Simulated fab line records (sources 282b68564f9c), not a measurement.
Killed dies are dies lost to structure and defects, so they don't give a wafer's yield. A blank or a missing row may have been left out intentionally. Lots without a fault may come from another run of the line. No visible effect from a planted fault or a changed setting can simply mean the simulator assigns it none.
What tool caused it? ; flow ritCmos ; 21 wafers from 7 lots sampled at 2 of the route's 202 steps

== WHAT EACH GAUGE READ, for each wafer ==
RIT_NSD_TW_MEAS_10.
lot;measured;on;NSD_TW
L423;day 3 12:58;filmMetro-03;3159 3155 3157
L427;day 4 13:03;filmMetro-04;3122 3127 3115
L429;day 4 18:30;filmMetro-02;3124 3148 3143
L433;day 5 17:17;filmMetro-02;3044 3047 3038
L436;day 6 15:31;filmMetro-03;3183 3169 3174
L439;day 7 12:57;filmMetro-04;3102 3119 3114
L443;day 8 11:34;filmMetro-04;3108 3124 3097

== WHAT TOOL EACH LOT RAN ON (gives the tool, then ch and the chambers of the sampled wafers, and finally the start) ==
lot;RIT_NSD_IMPLANT_08
L423;implanter-02 ch 0, day 3 12:39
L427;implanter-02 ch 0, day 4 12:46
L429;implanter-04 ch 0, day 4 18:11
L433;implanter-02 ch 0, day 5 16:59
L436;implanter-03 ch 0, day 6 15:12
L439;implanter-04 ch 0, day 7 12:38
L443;implanter-03 ch 0, day 8 11:16
- RIT_NSD_IMPLANT_08

== THE ANSWER, worked out from the rows above alone ==
Rule: the usual values come from the lots themselves. Put in order of their means at a reading, lots are off if they are a third of the lots or fewer, leave a main group of 4 or more, and stand apart from it by a gap of 3 or more times the standard deviation of the main group's means; of several such gaps the widest counts. A main group is skipped when, at the precision printed for the reading in the tables above, its means are all equal. Also off: a lot with no number at a reading for which 4 or more lots have one. The other lots that the step has rows for count as sound.
No lot is off on any of the readings shown, so nothing can be concluded from this.

== WHAT WAS PUT IN BY THE SIMULATOR ==
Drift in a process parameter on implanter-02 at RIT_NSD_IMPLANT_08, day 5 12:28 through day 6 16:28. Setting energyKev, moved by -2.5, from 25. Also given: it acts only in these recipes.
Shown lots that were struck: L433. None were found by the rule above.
